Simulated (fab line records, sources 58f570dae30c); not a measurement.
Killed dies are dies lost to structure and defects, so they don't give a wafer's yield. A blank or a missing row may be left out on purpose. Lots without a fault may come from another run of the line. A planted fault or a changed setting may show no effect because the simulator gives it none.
Which tool did it? | flow berkeley_cmos170 | 14 lots, 42 wafers sampled, at 3 steps of a route of 331

WHAT THE GAUGES READ, wafer by wafer
UCB170_M1_CD_MEAS_90: target cd 700 nm.
lot  | measured     | on        | cd_nm (nm)
L824 | day 7 19:55  | cd_sem-02 | 700.1 704.2 704.1
L823 | day 7 21:40  | cd_sem-02 | 701.7 700.9 701.5
L826 | day 8 01:30  | cd_sem-01 | 696.0 693.4 699.7
L827 | day 8 02:06  | cd_sem-02 | - - -
L829 | day 8 19:04  | cd_sem-02 | - - -
L831 | day 9 01:31  | cd_sem-02 | 696.2 698.7 700.5
L835 | day 10 00:59 | cd_sem-02 | 698.6 694.8 697.7
L836 | day 10 15:11 | cd_sem-01 | 704.8 699.0 706.3
L839 | day 10 22:58 | cd_sem-02 | 700.9 695.1 701.0
L838 | day 11 00:54 | cd_sem-01 | 696.1 699.2 695.5
L842 | day 11 17:29 | cd_sem-01 | 696.3 699.2 697.7
L841 | day 11 17:38 | cd_sem-01 | 701.8 703.3 704.4
L844 | day 12 03:17 | cd_sem-02 | 695.7 696.5 696.5
L845 | day 12 04:59 | cd_sem-01 | 693.1 703.0 701.3

WHICH TOOL RAN EACH LOT (tool, then ch and the chambers of the sampled wafers, then the start)
lot  | UCB170_M1_ETCH_11                  | UCB170_M1_METAL_ETCH_12
L824 | rie_diel-03 ch 0,1,2, day 7 19:37  | rie_metal-02 ch 1, day 7 19:40
L823 | rie_diel-03 ch 0,1,2, day 7 21:20  | rie_metal-03 ch 0,1, day 7 21:26
L826 | rie_diel-01 ch 0,1, day 8 01:14    | rie_metal-04 ch 0,1, day 8 01:16
L827 | rie_diel-04 ch 0,1,2, day 8 01:47  | rie_metal-02 ch 0,1, day 8 01:52
L829 | rie_diel-03 ch 1,2, day 8 18:47    | rie_metal-02 ch 0,1, day 8 18:50
L831 | rie_diel-04 ch 2,3, day 9 01:13    | rie_metal-02 ch 0,1, day 9 01:15
L835 | rie_diel-04 ch 0,1, day 10 00:43   | rie_metal-04 ch 0,1, day 10 00:45
L836 | rie_diel-03 ch 0,1,3, day 10 14:53 | rie_metal-03 ch 0,1, day 10 14:56
L839 | rie_diel-01 ch 0,1, day 10 22:38   | rie_metal-02 ch 0,1, day 10 22:43
L838 | rie_diel-04 ch 0,1,2, day 11 00:37 | rie_metal-03 ch 0,1, day 11 00:40
L842 | rie_diel-04 ch 0,1,2, day 11 17:12 | rie_metal-04 ch 0,1, day 11 17:15
L841 | rie_diel-03 ch 0,2,3, day 11 17:17 | rie_metal-02 ch 0,1, day 11 17:22
L844 | rie_diel-03 ch 1,2,3, day 12 03:01 | rie_metal-04 ch 0,1, day 12 03:03
L845 | rie_diel-01 ch 0,1,2, day 12 04:43 | rie_metal-03 ch 0,1, day 12 04:45
- UCB170_M1_ETCH_11: etches BARC in N2/H2.
- UCB170_M1_METAL_ETCH_12: etches Al in Cl2/BCl3, stops on PSG, target depth 780 nm, time 130 s.

WHAT THE TOOLS THEMSELVES READ (means of the sampled wafers that have a number; where no wafer has one, the mark that the record gives instead)
UCB170_M1_ETCH_11.
lot  | tool        | bias_w (W) | chamber_pressure_mTorr (mTorr) | drypump_motor_current_A (A) | oes_product_au (a.u.) | rf_fwd_power_W (W) | throttle_valve_pct (%)
L824 | rie_diel-03 | 99.6       | 30.000                         | 5.6                         | 1.019                 | 494.4              | 13.25
L823 | rie_diel-03 | 99.9       | 29.987                         | 5.6                         | 1.023                 | 495.2              | 13.25
L826 | rie_diel-01 | 99.8       | 29.997                         | 5.3                         | 1.020                 | 495.7              | 13.48
L827 | rie_diel-04 | -          | -                              | -                           | -                     | -                  | -
L829 | rie_diel-03 | -          | -                              | -                           | -                     | -                  | -
L831 | rie_diel-04 | 99.9       | 30.001                         | 5.5                         | 0.986                 | 494.3              | 13.43
L835 | rie_diel-04 | 100.0      | 29.993                         | 6.0                         | 0.991                 | 498.6              | 13.31
L836 | rie_diel-03 | 100.1      | 29.988                         | 5.5                         | 1.018                 | 496.4              | 13.25
L839 | rie_diel-01 | 100.0      | 29.979                         | 5.3                         | 1.027                 | 494.9              | 13.48
L838 | rie_diel-04 | 100.0      | 29.986                         | 5.9                         | 0.989                 | 495.9              | 13.34
L842 | rie_diel-04 | 100.1      | 29.993                         | 6.0                         | 0.989                 | 493.2              | 13.34
L841 | rie_diel-03 | 99.9       | 30.002                         | 5.8                         | 1.034                 | 495.5              | 13.21
L844 | rie_diel-03 | 99.9       | 30.007                         | 5.5                         | 1.004                 | 494.6              | 13.24
L845 | rie_diel-01 | 100.0      | 29.970                         | 5.1                         | 1.004                 | 495.0              | 13.36

UCB170_M1_METAL_ETCH_12.
lot  | tool         | bcl3_flow_sccm (sccm) | bias_w (W) | drypump_motor_current_A (A) | oes_product_au (a.u.) | rf_fwd_power_W (W) | throttle_valve_pct (%)
L824 | rie_metal-02 | 44.93                 | 120.0      | 5.7                         | 0.873                 | 599.7              | 24.20
L823 | rie_metal-03 | 44.97                 | 120.0      | 5.6                         | 0.846                 | 598.9              | 24.34
L826 | rie_metal-04 | 45.16                 | 120.1      | 5.4                         | 0.848                 | 597.8              | 24.40
L827 | rie_metal-02 | 44.98                 | 119.9      | 5.6                         | 0.373                 | 598.6              | 24.61
L829 | rie_metal-02 | 45.04                 | 119.8      | 5.6                         | 0.377                 | 597.7              | 24.61
L831 | rie_metal-02 | 44.95                 | 120.3      | 5.7                         | 0.867                 | 597.5              | 24.37
L835 | rie_metal-04 | 44.97                 | 120.0      | 5.3                         | 0.857                 | 596.3              | 24.39
L836 | rie_metal-03 | 44.99                 | 120.3      | 5.7                         | 0.848                 | 597.5              | 24.36
L839 | rie_metal-02 | 45.02                 | 120.3      | 5.7                         | 0.868                 | 596.4              | 24.28
L838 | rie_metal-03 | 44.91                 | 119.9      | 5.8                         | 0.850                 | 596.2              | 24.44
L842 | rie_metal-04 | 45.03                 | 120.2      | 5.8                         | 0.866                 | 596.5              | 24.32
L841 | rie_metal-02 | 45.04                 | 120.1      | 5.6                         | 0.854                 | 598.2              | 24.38
L844 | rie_metal-04 | 44.99                 | 120.0      | 5.8                         | 0.867                 | 596.9              | 24.32
L845 | rie_metal-03 | 44.98                 | 119.7      | 5.7                         | 0.855                 | 598.7              | 24.35

THE ANSWER, worked out from the rows above alone
Rule: what is usual is taken from the lots themselves. Put in order of their means at a reading, lots are off if they are a third of the lots or fewer, leave a main group of 4 or more, and stand apart from it by a gap of 3 or more times the standard deviation of the main group's means; of several such gaps the widest counts. A main group whose means are all the same, to the digits that the tables above print for the reading, isn't used. A lot without any number at a reading at which 4 lots or more have one is off too. The other lots that the step has rows for count as sound. The gauges are gone through in route order, then the tools' own readings, and for those a lot's mean is taken as printed above. The first step at which some lot is off is used, and at that step the reading that is off furthest; a lot without a number counts as furthest.
Off: L827, L829, at UCB170_M1_CD_MEAS_90 (cd_nm). Without a number there: L827, L829. The main group: mean 699.3 nm, standard deviation 2.6.
A tool fits if, at a process step before that reading, it ran every lot that is off, and no sound lot after the first of them. The gauges at UCB170_M1_CD_MEAS_90 aren't tried: what is off there is off at UCB170_M1_ETCH_11 too, on other tools, and a gauge's error can't cause that. None of those tried fits.

WHAT THE SIMULATOR HAD PUT IN
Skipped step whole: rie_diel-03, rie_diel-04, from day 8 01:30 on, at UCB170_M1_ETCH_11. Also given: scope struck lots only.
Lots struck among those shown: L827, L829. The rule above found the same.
